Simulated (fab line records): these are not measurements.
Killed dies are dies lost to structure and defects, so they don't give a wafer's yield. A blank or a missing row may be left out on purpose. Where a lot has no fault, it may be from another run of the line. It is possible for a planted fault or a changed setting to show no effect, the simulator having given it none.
Struck lot and sound lot, side by side | flow rit-cmos | 44 out of 202 route steps
Sound: the wafers L829.1, L829.3, L829.5. Wafers L834.1, L834.4, L834.6 were the ones struck. The cause comes at the end.
Per side, at each step with rows, come the tool, then ch with its chambers, and then its first start. Under that, the readings that differ: sound wafers | struck wafers | difference of the means | sigmas: that difference in standard deviations of wafers without a fault.
alike: a reading whose means differ by less than 2 such deviations, as well as words and numbers matching on both sides. not compared: withheld readings; readings where some wafer has no value; bounds like >300 that might hide an equal value; numbers whose values overlap and for which the record gives no deviation.
The two part at a step that has a row with sigmas, a row that says differs or no value, or rows on one side only. Numbers that don't overlap but have no deviation are shown without sigmas and don't part them. A reading missing from all wafers of one side parts the sides only when that side holds two or more wafers.

first, 1 step without rows for these wafers: RIT_ACTIVE_DEVELOP_10 (develop time 50 s).
RIT_ACTIVE_CD_MEAS_11: target cd 1400 nm.
  struck on cd-sem-01, day 2 16:11; sound on cd-sem-01, day 1 14:46
  alike: cd-nm
then, 1 step without rows for these wafers: RIT_ACTIVE_HARDBAKE_12 (time 60 s).
RIT_ACTIVE_ETCH_13: etches Si3N4 in SF6, stops on SiO2, time 210 s, target depth 210 nm.
  sound on rie-diel-04 ch 0,1,2, day 1 15:02; struck on rie-diel-01 ch 1,3, day 2 16:27
  alike: drypump-motor-current-A, oes-product-au, throttle-valve-pct
  not compared: rf-hours-counter-h
RIT_ACTIVE_STRIP_14: strips in O2, time 180 s.
  sound on plasma-asher-03 ch 0,1, day 1 15:10; struck on plasma-asher-03 ch 0,1, day 2 16:35
  alike: drypump-motor-current-A
  not compared: rf-hours-counter-h
RIT_ACTIVE_CD_MEAS_90: target cd 1400 nm.
  struck on cd-sem-01, day 2 16:46; sound on cd-sem-01, day 1 15:20
  alike: cd-nm
then, 4 steps without rows for these wafers: RIT_ACTIVE_CLEAN_15 (cleans in SC1, time 600 s); RIT_ACTIVE_CLEAN_16 (cleans in dHF, time 30 s); RIT_ACTIVE_CLEAN_17 (cleans in SC2, time 600 s); RIT_FOX1_OXIDATION_00 (target thk 350.7 nm, ox time 1130 s).
RIT_FOX1_THK_MEAS_01:
  struck on film-metro-03, day 2 19:10; sound on film-metro-03, day 1 17:20
  alike: FOX1_OXIDE_THK
then, 1 step without rows for these wafers: RIT_FOX1_WET_ETCH_02 (etches SiO2 in BOE, target depth 350 nm, time 390 s).
RIT_FOX2_OXIDATION_00: target thk 350.7 nm, ox time 1130 s.
  sound on furnace-03 ch 0, day 1 18:50; struck on furnace-03 ch 0, day 2 21:30
  alike: zone-power-centre-pct
RIT_FOX2_THK_MEAS_01:
  struck on film-metro-03, day 2 22:49; sound on film-metro-01, day 1 20:08
  reading             | sound       | struck      | difference | sigmas
  FOX2_OXIDE_THK (nm) | 349 351 349 | 524 514 525 | +171       | +29
RIT_FOX2_CLEAN_02: cleans in dHF, time 180 s.
  sound on wet-bench-01 ch 0, day 1 20:12; struck on wet-bench-01 ch 0, day 2 22:53
  reading                                     | sound             | struck            | difference | sigmas
  model.SiO2_of_FOX2_OXIDATION_00.thk-nm (nm) | 332.9 333.6 332.7 | 507.5 497.2 508.2 | +171.2     |
  model.Si3N4_of_ACTIVE_CVD_03.thk-nm (nm)    | 133 132.1 132.7   | 129.9 127.7 129.2 | -3.7       |
RIT_FOX2_WET_ETCH_03: etches Si3N4 in H3PO4, target depth 195 nm, time 2700 s.
  sound on wet-bench-02 ch 3, day 1 20:16; struck on wet-bench-02 ch 0, day 2 23:01
  reading                                     | sound         | struck            | difference | sigmas
  model.SiO2_of_FOX2_OXIDATION_00.thk-nm (nm) | 322.2 323 322 | 496.7 486.5 497.4 | +171.1     |
RIT_FOX2_THK_MEAS_90:
  struck on film-metro-02, day 2 23:47; sound on film-metro-01, day 1 21:01
  reading                     | sound       | struck      | difference | sigmas
  FIELD_OXIDE_LEFT_1_THK (nm) | 322 323 322 | 497 487 498 | +172       | +29
then, 6 steps without rows for these wafers: RIT_NWELL_HMDS_00 (prime time 60 s); RIT_NWELL_COAT_01 (resist thk 1300 nm); RIT_NWELL_SOFTBAKE_02 (time 60 s); RIT_NWELL_EXPOSE_03 (exposes mask M2, target cd 43900 nm); RIT_NWELL_PEB_04; RIT_NWELL_DEVELOP_05 (develop time 68 s).
RIT_NWELL_OVL_MEAS_06:
  struck on overlay-02, day 3 00:50; sound on overlay-02, day 1 22:23
  alike: NWELL_OVL
then, 2 steps without rows for these wafers: RIT_NWELL_HARDBAKE_07 (time 120 s); RIT_NWELL_IMPLANT_08.
RIT_NWELL_STRIP_09: strips in O2, time 180 s.
  sound on plasma-asher-02 ch 1, day 1 22:49; struck on plasma-asher-04 ch 0,1, day 3 01:25
  alike: drypump-motor-current-A
  not compared: rf-hours-counter-h
RIT_NWELL_TW_MEAS_10:
  struck on film-metro-04, day 3 01:35; sound on film-metro-01, day 1 22:59
  reading  | sound          | struck         | difference | sigmas
  NWELL_TW | 2115 2123 2107 | 2169 2166 2166 | +52        | +2
then, 6 steps without rows for these wafers: RIT_PWELL_HMDS_00 (prime time 60 s); RIT_PWELL_COAT_01 (resist thk 1300 nm); RIT_PWELL_SOFTBAKE_02 (time 60 s); RIT_PWELL_EXPOSE_03 (exposes mask M3, target cd 43700 nm); RIT_PWELL_PEB_04; RIT_PWELL_DEVELOP_05 (develop time 68 s).
RIT_PWELL_OVL_MEAS_06:
  struck on overlay-01, day 3 02:40; sound on overlay-02, day 1 23:56
  alike: PWELL_OVL
then, 2 steps without rows for these wafers: RIT_PWELL_HARDBAKE_07 (time 120 s); RIT_PWELL_IMPLANT_08.
RIT_PWELL_STRIP_09: strips in O2, time 180 s.
  sound on plasma-asher-04 ch 0, day 2 00:22; struck on plasma-asher-02 ch 1, day 3 03:05
  alike: drypump-motor-current-A
  not compared: rf-hours-counter-h
RIT_PWELL_TW_MEAS_10:
  struck on film-metro-04, day 3 03:16; sound on film-metro-04, day 2 00:32
  alike: PWELL_TW
then, 1 step without rows for these wafers: RIT_WELLDRIVE_ANNEAL_00 (time 14700 s).
RIT_WELLDRIVE_RS_MEAS_01: the measuring method here is four-point-probe.
  struck on film-metro-02, day 3 09:09; sound on film-metro-04, day 2 05:41
  alike: NWELL_RS
RIT_WELLDRIVE_RS_MEAS_02: the measuring method here is four-point-probe.
  struck on film-metro-02, day 3 09:16; sound on film-metro-04, day 2 05:48
  alike: PWELL_RS
RIT_FOX2_THK_MEAS_91:
  struck on film-metro-01, day 3 13:37; sound on film-metro-02, day 2 09:29
  reading                     | sound       | struck      | difference | sigmas
  FIELD_OXIDE_LEFT_2_THK (nm) | 253 254 253 | 428 418 428 | +171       | +28
RIT_M1_PROBE_99:
  struck on prober-02, day 4 21:29; sound on prober-01, day 3 10:41
  alike: killed-at-front-end, killed-dies, killed-open, killed-short

WHERE THEY PART
Last at RIT_FOX2_THK_MEAS_91 as far as this record goes, first at RIT_FOX2_THK_MEAS_01. Later steps at which nothing parts them and some readings are alike: RIT_M1_PROBE_99.

WHY: what had been put in by the simulator
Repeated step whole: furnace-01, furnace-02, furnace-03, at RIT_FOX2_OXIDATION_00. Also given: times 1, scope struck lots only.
